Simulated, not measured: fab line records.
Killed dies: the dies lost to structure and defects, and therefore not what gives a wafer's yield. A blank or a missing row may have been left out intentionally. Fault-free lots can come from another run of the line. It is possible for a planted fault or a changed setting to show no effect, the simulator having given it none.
fab line records + flow berkeley-cmos170
[record]
- lots = 6
- wafers = 18
- last-day = 11
route steps=331 shown GATE@130
lots untouched by any fault: they come from a run of this same line in which no faults occurred
start-h: start of the lot's first displayed wafer, in hours after the record's first day + wait-h: time in hours since the lot's previous step + " the same as in the row above + L1.1+2: one row covering several wafers at once + - either no value or no given start + * or withheld: withheld + < > ~ a bound
route shown NAME@n: NAME is a module with steps in the file, n the number in the route of the first one + usual: mean and standard deviation over wafers with no fault + same: alike in all rows + chamber/n: place in a boat + sites: the reading at each site + _std_site: how widely they spread, as a standard deviation + _edge_site: mean of outer sites minus mean of inner sites + radius-mm: for every site, how far away it sits from the centre of the wafer + mask NAME#n: copy n + behind: the most recent tool/chamber to have shaped the wafer + hold: what put the lot on hold/how long, in hours/how the hold closed + device: names the non-switching transistor (n, p or np) + end of line: the route-end tests of the same wafers + a step with no rows: only its recipe + killed: dies that structure and defects cost at the first sort, which is not the same as the wafer's yield + map: a wafer's dies, x killed, . not, _ none there
set.NAME: the setting as run; set.NAME@STEP: as run at that earlier step + model.NAME: the simulator's own value behind a step, which no gauge read
a table for each step, a row for each wafer; lots at some steps of the route
services: from which hour (start-h, from the record's first day; less than 0 if before it) a tool's chamber was out of use, for how many hours, and why
[[steps]]
[step UCB170_GATE_CVD_04]
[recipe]
- material = poly-Si
- temp-c = 610
- precursor = SiH4
- time-s = 1440
- pressure-mtorr = 375
- target-thk-nm = 214
- sih4-flow-sccm = 120
[step UCB170_GATE_THK_MEAS_05]
[recipe]
- reads = poly-Si_of_GATE_CVD_04
[usual]
- GATE_POLY_THK = 214.6/2.2
| lot.wafer | tool          | chamber | start-h | wait-h | GATE_POLY_THK[nm] |
|-----------|---------------|---------|---------|--------|-------------------|
| L834.1    | film-metro-02 | -       | 131.52  | 0.0    | 210.8             |
| L834.4    | "             | -       | "       | "      | 210.5             |
| L834.6    | "             | -       | "       | "      | 213.1             |
| L836.2    | film-metro-03 | -       | 145.83  | 0.0    | 210.9             |
| L836.5    | "             | -       | "       | "      | 212.8             |
| L836.6    | "             | -       | "       | "      | 211.9             |
| L837.2    | film-metro-02 | -       | 160.85  | 0.0    | 216.7             |
| L837.3    | "             | -       | "       | "      | 216.9             |
| L837.5    | "             | -       | "       | "      | 216.5             |
| L838.2    | film-metro-03 | -       | 160.86  | 0.0    | 211.8             |
| L838.4    | "             | -       | "       | "      | 213.4             |
| L838.6    | "             | -       | "       | "      | 213.9             |
| L847.3    | film-metro-03 | -       | 206.07  | 0.1    | 213.6             |
| L847.4    | "             | -       | "       | "      | 213.4             |
| L847.6    | "             | -       | "       | "      | 217.2             |
| L850.1    | film-metro-02 | -       | 223.58  | 0.0    | 215.4             |
| L850.2    | "             | -       | "       | "      | 217.1             |
| L850.3    | "             | -       | "       | "      | 215.9             |
[step UCB170_GATE_COAT_06]
[recipe]
- resist = BARC
- temp-c = withheld
- time-s = withheld
- spin-rpm = 3000
- resist-thk-nm = withheld
[step UCB170_GATE_COAT_07]
[recipe]
- resist = KrF
- spin-rpm = 1500
- resist-thk-nm = 900
[step UCB170_GATE_SOFTBAKE_08]
[recipe]
- resist = KrF
- temp-c = 130
- time-s = 60
[step UCB170_GATE_EXPOSE_09]
[recipe]
- mask-id = POLY
- target-cd-nm = 350
- na = 0.5
- sigma-outer = 0.6
- source-shape = conventional
- dose-mj = 21
[step UCB170_GATE_PEB_10]
[recipe]
- peb-temp-c = 130
- peb-time-s = withheld
- resist = KrF
[step UCB170_GATE_DEVELOP_11]
[recipe]
- developer = TMAH
- develop-time-s = 45
- resist = KrF
- dev-temp-c = 21
[step UCB170_GATE_CD_MEAS_12]
[recipe]
- target-cd-nm = 350
[usual]
- cd-nm = 350.0/1.5
| lot.wafer | tool      | chamber | start-h | wait-h | cd-nm |
|-----------|-----------|---------|---------|--------|-------|
| L834.1    | cd-sem-02 | -       | 132.60  | -      | 350.3 |
| L834.4    | "         | -       | "       | "      | 351.3 |
| L834.6    | "         | -       | "       | "      | 350.0 |
| L836.2    | cd-sem-02 | -       | 147.18  | -      | 349.4 |
| L836.5    | "         | -       | "       | "      | 347.9 |
| L836.6    | "         | -       | "       | "      | 349.3 |
| L837.2    | cd-sem-01 | -       | 161.77  | -      | 347.5 |
| L837.3    | "         | -       | "       | "      | 348.1 |
| L837.5    | "         | -       | "       | "      | 348.3 |
| L838.2    | cd-sem-01 | -       | 162.09  | -      | 350.4 |
| L838.4    | "         | -       | "       | "      | 351.5 |
| L838.6    | "         | -       | "       | "      | 350.9 |
| L847.3    | cd-sem-02 | -       | 207.18  | -      | 350.0 |
| L847.4    | "         | -       | "       | "      | 350.3 |
| L847.6    | "         | -       | "       | "      | 350.1 |
| L850.1    | cd-sem-02 | -       | 225.05  | -      | 352.3 |
| L850.2    | "         | -       | "       | "      | 350.7 |
| L850.3    | "         | -       | "       | "      | 352.2 |
[step UCB170_GATE_OVL_MEAS_13]
[usual]
- GATE_OVL = -2/5.1
| lot.wafer | tool       | chamber | start-h | wait-h | GATE_OVL[nm] |
|-----------|------------|---------|---------|--------|--------------|
| L834.1    | overlay-01 | -       | 132.72  | 0.1    | -7           |
| L834.4    | "          | -       | "       | "      | -11          |
| L834.6    | "          | -       | "       | "      | -7           |
| L836.2    | overlay-01 | -       | 147.28  | 0.1    | -6           |
| L836.5    | "          | -       | "       | "      | -4           |
| L836.6    | "          | -       | "       | "      | -7           |
| L837.2    | overlay-01 | -       | 161.87  | 0.1    | 1            |
| L837.3    | "          | -       | "       | "      | 0            |
| L837.5    | "          | -       | "       | "      | 3            |
| L838.2    | overlay-02 | -       | 162.20  | 0.1    | -4           |
| L838.4    | "          | -       | "       | "      | -2           |
| L838.6    | "          | -       | "       | "      | 1            |
| L847.3    | overlay-02 | -       | 207.28  | 0.1    | -9           |
| L847.4    | "          | -       | "       | "      | -11          |
| L847.6    | "          | -       | "       | "      | -9           |
| L850.1    | overlay-02 | -       | 225.17  | 0.1    | 1            |
| L850.2    | "          | -       | "       | "      | -1           |
| L850.3    | "          | -       | "       | "      | -4           |
[step UCB170_GATE_ETCH_14]
[recipe]
- chemistry = N2/H2
- target-depth-a = withheld
- overetch-a = withheld
- target = BARC
- time-s = withheld
- source-w = 500
- bias-w = 100
- pressure-mtorr = 30
- n2-flow-sccm = 100
- h2-flow-sccm = 200
[usual]
- drypump-motor-current-A = 5.5/0.45
- oes-product-au = 1.00/0.031
- rf-fwd-power-W = 494.6/2.1
- throttle-valve-pct = 13.33/0.18
| lot.wafer | tool        | chamber | start-h | wait-h | drypump-motor-current-A | oes-product-au | rf-fwd-power-W | throttle-valve-pct |
|-----------|-------------|---------|---------|--------|-------------------------|----------------|----------------|--------------------|
| L834.1    | rie-diel-01 | 2       | 132.75  | 0.0    | 5.9                     | 1.03           | 493.6          | 13.35              |
| L834.4    | "           | 3       | "       | "      | 5.8                     | 1.03           | 498.7          | 13.22              |
| L834.6    | "           | 0       | "       | "      | 5.2                     | 1.03           | 493.0          | 12.96              |
| L836.2    | rie-diel-04 | 0       | 147.31  | 0.0    | 4.9                     | 1.02           | 493.6          | 13.26              |
| L836.5    | "           | 1       | "       | "      | 4.8                     | 0.95           | 498.1          | 13.37              |
| L836.6    | "           | 2       | "       | "      | 5.7                     | 1.04           | 493.9          | 13.75              |
| L837.2    | rie-diel-02 | 1       | 161.90  | 0.0    | 5.0                     | 0.96           | 492.8          | 13.47              |
| L837.3    | "           | 3       | "       | "      | 5.3                     | 0.96           | 491.8          | 13.35              |
| L837.5    | "           | 2       | "       | "      | 5.6                     | 0.97           | 490.9          | 13.29              |
| L838.2    | rie-diel-04 | 3       | 162.23  | 0.0    | 6.4                     | 1.02           | 493.8          | 13.35              |
| L838.4    | "           | 2       | "       | "      | 5.7                     | 1.05           | 493.3          | 13.74              |
| L838.6    | "           | 2       | "       | "      | 5.7                     | 1.05           | 494.2          | 13.75              |
| L847.3    | rie-diel-02 | 3       | 207.30  | 0.0    | 5.3                     | 0.96           | 494.0          | 13.34              |
| L847.4    | "           | 0       | "       | "      | 5.4                     | 1.02           | 492.2          | 13.36              |
| L847.6    | "           | 2       | "       | "      | 5.5                     | 0.98           | 492.7          | 13.30              |
| L850.1    | rie-diel-04 | 1       | 225.20  | 0.0    | 4.8                     | 0.96           | 496.1          | 13.38              |
| L850.2    | "           | 3       | "       | "      | 6.4                     | 1.01           | 492.6          | 13.34              |
| L850.3    | "           | 0       | "       | "      | 4.9                     | 1.01           | 495.2          | 13.27              |
[step UCB170_GATE_ETCH_15]
[recipe]
- chemistry = HBr/Cl2
- target = poly-Si
- stop-on = SiO2
- over-etch-frac = 0.3
- icp-w = 300
- bias-w = 150
- time-s = 56.3
- pressure-mtorr = 15
- HBr_flow_sccm = 150
- Cl2_flow_sccm = 50
- target-depth-a = 2782
[usual]
- drypump-motor-current-A = 5.4/0.42
- oes-product-au = 0.832/0.015
- rf-fwd-power-W = 297.2/1.1
- throttle-valve-pct = 26.51/0.22
[same]
- time-s = 56.3
| lot.wafer | tool      | chamber | start-h | wait-h | drypump-motor-current-A | oes-product-au | rf-fwd-power-W | rf-hours-counter-h | throttle-valve-pct |
|-----------|-----------|---------|---------|--------|-------------------------|----------------|----------------|--------------------|--------------------|
| L834.1    | rie-si-02 | 1       | 132.79  | -      | 5.2                     | 0.805          | 298.3          | 130                | 26.34              |
| L834.4    | "         | 3       | "       | "      | 4.8                     | 0.826          | 296.7          | 81                 | 26.44              |
| L834.6    | "         | 2       | "       | "      | 5.8                     | 0.838          | 298.8          | -                  | 26.46              |
| L836.2    | rie-si-01 | 3       | 147.36  | -      | 5.5                     | 0.799          | 297.2          | 0                  | 26.76              |
| L836.5    | "         | 3       | "       | "      | 5.5                     | 0.814          | 297.8          | -                  | 26.76              |
| L836.6    | "         | 0       | "       | "      | 4.8                     | 0.826          | 296.7          | -                  | 26.89              |
| L837.2    | rie-si-02 | 2       | 161.94  | -      | 5.7                     | 0.844          | 297.6          | 72                 | 26.45              |
| L837.3    | "         | 0       | "       | "      | 5.7                     | 0.826          | 296.8          | 0                  | 26.17              |
| L837.5    | "         | 0       | "       | "      | 5.7                     | 0.836          | 296.5          | -                  | 26.17              |
| L838.2    | rie-si-01 | 2       | 162.27  | -      | 5.9                     | 0.824          | 295.0          | 2                  | 26.61              |
| L838.4    | "         | 0       | "       | "      | 4.8                     | 0.835          | 296.5          | 66                 | 26.88              |
| L838.6    | "         | 3       | "       | "      | 5.5                     | 0.819          | 298.0          | -                  | 26.77              |
| L847.3    | rie-si-01 | 3       | 207.34  | -      | 5.5                     | 0.818          | 298.3          | 1                  | 26.76              |
| L847.4    | "         | 1       | "       | "      | 5.6                     | 0.802          | 297.5          | 1                  | 26.52              |
| L847.6    | "         | 0       | "       | "      | 4.7                     | 0.849          | 297.6          | -                  | 26.90              |
| L850.1    | rie-si-02 | 1       | 225.24  | -      | 5.2                     | 0.833          | 298.8          | 0                  | 26.24              |
| L850.2    | "         | 0       | "       | "      | 5.7                     | 0.839          | 297.0          | 0                  | 26.17              |
| L850.3    | "         | 3       | "       | "      | 4.8                     | 0.850          | 295.8          | 81                 | 26.43              |
[step UCB170_GATE_STRIP_16]
[recipe]
- chemistry = O2
- power-w = 400
- pressure-mtorr = 3500
- platen-temp-c = withheld
- o2-flow-sccm = 400
- overash-fraction = 0.5
[usual]
- chamber-pressure-mTorr = 3500/3.4
- drypump-motor-current-A = 5.8/0.46
- oes-product-au = 0.724/0.0048
| lot.wafer | tool            | chamber | start-h | wait-h | chamber-pressure-mTorr | drypump-motor-current-A | oes-product-au | rf-hours-counter-h | model.KrF_of_GATE_COAT_07.thk-nm |
|-----------|-----------------|---------|---------|--------|------------------------|-------------------------|----------------|--------------------|----------------------------------|
| L834.1    | plasma-asher-04 | 1       | 132.84  | 0.0    | 3493                   | 5.0                     | 0.716          | 35                 | 0                                |
| L834.4    | "               | 0       | "       | "      | 3500                   | 5.4                     | 0.719          | -                  | 0                                |
| L834.6    | "               | 1       | "       | "      | 3494                   | 5.0                     | 0.711          | -                  | 0                                |
| L836.2    | plasma-asher-04 | 1       | 147.40  | 0.0    | 3496                   | 5.0                     | 0.728          | 37                 | 0                                |
| L836.5    | "               | 0       | "       | "      | 3498                   | 5.4                     | 0.724          | -                  | 0                                |
| L836.6    | "               | 1       | "       | "      | 3503                   | 5.0                     | 0.726          | -                  | 0                                |
| L837.2    | plasma-asher-03 | 0       | 161.99  | 0.0    | -                      | -                       | -              | -                  | 772.7                            |
| L837.3    | "               | 0       | "       | "      | -                      | -                       | -              | -                  | 774.4                            |
| L837.5    | "               | 1       | "       | "      | -                      | -                       | -              | -                  | 773.7                            |
| L838.2    | plasma-asher-04 | 0       | 162.32  | 0.0    | -                      | -                       | -              | -                  | 772.3                            |
| L838.4    | "               | 1       | "       | "      | -                      | -                       | -              | -                  | 770.4                            |
| L838.6    | "               | 1       | "       | "      | -                      | -                       | -              | -                  | 773.2                            |
| L847.3    | plasma-asher-01 | 0       | 207.42  | 0.1    | 3497                   | 5.5                     | 0.724          | -                  | 0                                |
| L847.4    | "               | 1       | "       | "      | 3496                   | 6.3                     | 0.721          | -                  | 0                                |
| L847.6    | "               | 1       | "       | "      | 3502                   | 6.3                     | 0.724          | -                  | 0                                |
| L850.1    | plasma-asher-03 | 1       | 225.29  | 0.0    | 3500                   | 6.3                     | 0.724          | 54                 | 0                                |
| L850.2    | "               | 0       | "       | "      | 3505                   | 5.6                     | 0.726          | 54                 | 0                                |
| L850.3    | "               | 0       | "       | "      | 3499                   | 5.6                     | 0.723          | -                  | 0                                |
[step UCB170_GATE_CD_MEAS_90]
[recipe]
- target-cd-nm = 350
[usual]
- cd-nm = 350.4/1.6
| lot.wafer | tool      | chamber | start-h | wait-h | cd-nm |
|-----------|-----------|---------|---------|--------|-------|
| L834.1    | cd-sem-01 | -       | 132.94  | 0.1    | 351.5 |
| L834.4    | "         | -       | "       | "      | 350.9 |
| L834.6    | "         | -       | "       | "      | 349.5 |
| L836.2    | cd-sem-02 | -       | 147.52  | 0.1    | 350.2 |
| L836.5    | "         | -       | "       | "      | 349.3 |
| L836.6    | "         | -       | "       | "      | 349.3 |
| L837.2    | cd-sem-01 | -       | 162.21  | 0.2    | 348.1 |
| L837.3    | "         | -       | "       | "      | 348.0 |
| L837.5    | "         | -       | "       | "      | 348.7 |
| L838.2    | cd-sem-02 | -       | 162.44  | 0.1    | 351.3 |
| L838.4    | "         | -       | "       | "      | 351.3 |
| L838.6    | "         | -       | "       | "      | 351.3 |
| L847.3    | cd-sem-02 | -       | 207.53  | 0.1    | 349.7 |
| L847.4    | "         | -       | "       | "      | 350.4 |
| L847.6    | "         | -       | "       | "      | 351.0 |
| L850.1    | cd-sem-01 | -       | 225.39  | 0.1    | 352.0 |
| L850.2    | "         | -       | "       | "      | 351.5 |
| L850.3    | "         | -       | "       | "      | 352.2 |
[[services]]
| tool            | chamber | start-h | hours | kind           |
|-----------------|---------|---------|-------|----------------|
| rie-diel-01     | 1       | 108.88  | 2.1   | repair         |
| rie-diel-01     | 1       | 110.93  | -     | clean          |
| rie-diel-01     | 1       | 110.93  | 22.6  | scheduled-down |
| rie-diel-01     | 1       | 110.93  | 22.6  | vent-cycle     |
| rie-si-02       | 0       | 113.82  | -     | clean          |
| rie-si-02       | 0       | 113.82  | 14.5  | scheduled-down |
| rie-si-02       | 0       | 113.82  | 14.5  | vent-cycle     |
| rie-diel-04     | 2       | 117.68  | 4.1   | repair         |
| plasma-asher-01 | -       | 118.69  | 29.4  | pm             |
| rie-si-01       | 1       | 120.03  | 8.5   | repair         |
| rie-diel-02     | -       | 123.65  | 28.1  | pm             |
| rie-si-02       | 1       | 135.82  | -     | clean          |
| rie-si-02       | 1       | 135.82  | 28.4  | scheduled-down |
| rie-si-02       | 1       | 135.82  | 28.4  | vent-cycle     |
| rie-diel-01     | 0       | 142.40  | 44.4  | repair         |
| rie-si-02       | -       | 147.13  | 4.3   | pm             |
| plasma-asher-01 | -       | 148.06  | 14.6  | pm             |
| plasma-asher-04 | -       | 150.25  | 2.8   | pm             |
| rie-diel-01     | -       | 152.03  | 4.4   | repair         |
| rie-diel-01     | -       | 156.83  | 0.5   | repair         |
| plasma-asher-04 | -       | 164.85  | 29.1  | pm             |
| rie-diel-02     | 1       | 184.06  | 2.1   | repair         |
| plasma-asher-01 | -       | 193.15  | 0.9   | repair         |
| rie-si-02       | 2       | 222.98  | 8.1   | repair         |
[[key]]
[first-sign]
- step = UCB170_GATE_STRIP_16
- reading = tool-record
- direction = missing
effect none on later readings
[model-effect]
- step = UCB170_GATE_STRIP_16
- value = KrF_of_GATE_COAT_07.thk-nm
- without = 0
- struck = 772.8
met-at UCB170_GATE_STRIP_16
struck-wafers L837.2,L837.3,L837.5,L838.2,L838.4,L838.6
later-rows-left-out L837.2,L837.3,L837.5,L838.2,L838.4,L838.6
sort-left-out L837.2,L837.3,L837.5,L838.2,L838.4,L838.6
tester-left-out L837,L838
onset-between 147.40 161.99
[fault]
- kind = skipped-step-whole
- tool = plasma-asher-03,plasma-asher-04
- chamber = -
- onset-h = 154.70
- steps = UCB170_GATE_STRIP_16
- scope = struck-lots-only
// tester-left-out: of these lots the tester's yield and bins aren't shown, on N5 and GAA mostly nor the transistor test; their killed dies are dies lost to structure and defects alone, not to doping, threshold or leakage, so they don't give the yield
// sort-left-out: the simulated sort isn't trusted on such a fault, so these wafers' sort isn't shown, and their yield isn't known
// later-rows-left-out: the simulator's readings of these wafers behind a module that went badly wrong aren't trusted and aren't shown, but for the sort
